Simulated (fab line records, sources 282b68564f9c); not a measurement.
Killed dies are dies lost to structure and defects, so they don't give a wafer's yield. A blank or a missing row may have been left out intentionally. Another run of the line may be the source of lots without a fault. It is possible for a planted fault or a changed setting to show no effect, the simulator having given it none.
Split-lot study :: flow rit cmos :: on a route of 202 steps: 5 lots, 27 wafers read

ON THE SPLIT
At RIT_GATE_CVD_08 (deposits poly-Si from SiH4, target thk 250 nm, time 2220 s), the setting time s was moved away from the recipe's 2220 s on 12 of the 27 wafers read, by -55.2% to +43.5%. For the rest of the wafers, this setting stayed at what the recipe calls for.

FROM THE SPLIT TO THE READING: what the file shows between them, 4 steps
- RIT_GATE_THK_MEAS_09
- RIT_GATE_HMDS_10: prime time 60 s
- RIT_GATE_COAT_11: resist thk 850 nm
- RIT_GATE_HARDBAKE_18: time 60 s

THE READING
oes product au, in a.u., at RIT_GATE_ETCH_19 (etches poly-Si in SF6/CHF3/O2, stops on SiO2, time 165 s, target depth 312.5 nm). Fault-free wafers of this fab line usually give 0.851 a.u., standard deviation 0.014 a.u.

wafer: L077.1
tool, chamber at the split: -, -
time s as run, s: 2220
against the recipe: recipe
oes product au, a.u.: 0.839
against lot-mates on the recipe: -

wafer: L077.2
tool, chamber at the split: -, -
time s as run, s: 2220
against the recipe: recipe
oes product au, a.u.: 0.830
against lot-mates on the recipe: -

wafer: L077.3
tool, chamber at the split: -, -
time s as run, s: 2220
against the recipe: recipe
oes product au, a.u.: 0.853
against lot-mates on the recipe: -

wafer: L077.4
tool, chamber at the split: -, -
time s as run, s: 2220
against the recipe: recipe
oes product au, a.u.: 0.856
against lot-mates on the recipe: -

wafer: L077.5
tool, chamber at the split: -, -
time s as run, s: 2220
against the recipe: recipe
oes product au, a.u.: 0.853
against lot-mates on the recipe: -

wafer: L077.6
tool, chamber at the split: -, -
time s as run, s: 2220
against the recipe: recipe
oes product au, a.u.: 0.839
against lot-mates on the recipe: -

wafer: L079.1
tool, chamber at the split: -, -
time s as run, s: 3186
against the recipe: +43.5%
oes product au, a.u.: 0.986
against lot-mates on the recipe: no lot-mate on the recipe

wafer: L079.2
tool, chamber at the split: -, -
time s as run, s: 3186
against the recipe: +43.5%
oes product au, a.u.: 0.956
against lot-mates on the recipe: no lot-mate on the recipe

wafer: L079.3
tool, chamber at the split: -, -
time s as run, s: 3186
against the recipe: +43.5%
oes product au, a.u.: 0.978
against lot-mates on the recipe: no lot-mate on the recipe

wafer: L079.4
tool, chamber at the split: -, -
time s as run, s: 3186
against the recipe: +43.5%
oes product au, a.u.: 1.021
against lot-mates on the recipe: no lot-mate on the recipe

wafer: L079.5
tool, chamber at the split: -, -
time s as run, s: 3186
against the recipe: +43.5%
oes product au, a.u.: 0.955
against lot-mates on the recipe: no lot-mate on the recipe

wafer: L079.6
tool, chamber at the split: -, -
time s as run, s: 3186
against the recipe: +43.5%
oes product au, a.u.: 0.993
against lot-mates on the recipe: no lot-mate on the recipe

wafer: L080.1
tool, chamber at the split: -, -
time s as run, s: 995.3
against the recipe: -55.2%
oes product au, a.u.: 0.533
against lot-mates on the recipe: no lot-mate on the recipe

wafer: L080.2
tool, chamber at the split: -, -
time s as run, s: 995.3
against the recipe: -55.2%
oes product au, a.u.: 0.519
against lot-mates on the recipe: no lot-mate on the recipe

wafer: L080.3
tool, chamber at the split: -, -
time s as run, s: 995.3
against the recipe: -55.2%
oes product au, a.u.: 0.509
against lot-mates on the recipe: no lot-mate on the recipe

wafer: L080.4
tool, chamber at the split: -, -
time s as run, s: 995.3
against the recipe: -55.2%
oes product au, a.u.: 0.523
against lot-mates on the recipe: no lot-mate on the recipe

wafer: L080.5
tool, chamber at the split: -, -
time s as run, s: 995.3
against the recipe: -55.2%
oes product au, a.u.: 0.521
against lot-mates on the recipe: no lot-mate on the recipe

wafer: L080.6
tool, chamber at the split: -, -
time s as run, s: 995.3
against the recipe: -55.2%
oes product au, a.u.: 0.506
against lot-mates on the recipe: no lot-mate on the recipe

wafer: L083.1
tool, chamber at the split: -, -
time s as run, s: 2220
against the recipe: recipe
oes product au, a.u.: 0.848
against lot-mates on the recipe: -

wafer: L083.2
tool, chamber at the split: -, -
time s as run, s: 2220
against the recipe: recipe
oes product au, a.u.: 0.843
against lot-mates on the recipe: -

wafer: L083.3
tool, chamber at the split: -, -
time s as run, s: 2220
against the recipe: recipe
oes product au, a.u.: 0.839
against lot-mates on the recipe: -

wafer: L083.4
tool, chamber at the split: -, -
time s as run, s: 2220
against the recipe: recipe
oes product au, a.u.: 0.828
against lot-mates on the recipe: -

wafer: L083.5
tool, chamber at the split: -, -
time s as run, s: 2220
against the recipe: recipe
oes product au, a.u.: 0.843
against lot-mates on the recipe: -

wafer: L083.6
tool, chamber at the split: -, -
time s as run, s: 2220
against the recipe: recipe
oes product au, a.u.: 0.830
against lot-mates on the recipe: -

wafer: L085.1
tool, chamber at the split: lpcvd-02, 0
time s as run, s: 2220
against the recipe: recipe
oes product au, a.u.: 0.869
against lot-mates on the recipe: -

wafer: L085.3
tool, chamber at the split: lpcvd-02, 0
time s as run, s: 2220
against the recipe: recipe
oes product au, a.u.: 0.867
against lot-mates on the recipe: -

wafer: L085.6
tool, chamber at the split: lpcvd-02, 0
time s as run, s: 2220
against the recipe: recipe
oes product au, a.u.: 0.866
against lot-mates on the recipe: -

FIT RESULTS
A straight line over all 27 wafers: oes product au changes by +0.00478 a.u. for each +1% of time s; r = +0.97; the points scatter about the line by 0.039 a.u.
Too few moved wafers with a lot-mate on the recipe to fit a line net of each lot's own level.

THE WHOLE CHAIN: every reading that the file lists as answering this split, in the file's order
step: RIT_GATE_CVD_08
what it does: deposits poly-Si from SiH4, target thk 250 nm, time 2220 s
reading: poly-Si_of_GATE_CVD_08.thk nm (the simulator's own value, which no gauge read)
change (the file's fit): +2.55 nm for each +1% of the setting
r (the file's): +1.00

step: RIT_GATE_THK_MEAS_09
what it does: 
reading: GATE_POLY_THK
change (the file's fit): +2.54 for each +1% of the setting
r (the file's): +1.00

step: RIT_GATE_ETCH_19
what it does: etches poly-Si in SF6/CHF3/O2, stops on SiO2, time 165 s, target depth 312.5 nm
reading: oes product au
change (the file's fit): +0.00478 a.u. for each +1% of the setting
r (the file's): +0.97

step: RIT_GATE_ETCH_19
what it does: etches poly-Si in SF6/CHF3/O2, stops on SiO2, time 165 s, target depth 312.5 nm
reading: etch.depth nm (the simulator's own value, which no gauge read)
change (the file's fit): +2.04 nm for each +1% of the setting
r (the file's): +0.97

step: RIT_GATE_ETCH_19
what it does: etches poly-Si in SF6/CHF3/O2, stops on SiO2, time 165 s, target depth 312.5 nm
reading: GATE.feature depth nm (the simulator's own value, which no gauge read)
change (the file's fit): +2.04 nm for each +1% of the setting
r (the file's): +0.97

THE FILE'S OWN FIT
oes product au changes by +0.00478 a.u. for each +1% of time s, r = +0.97.
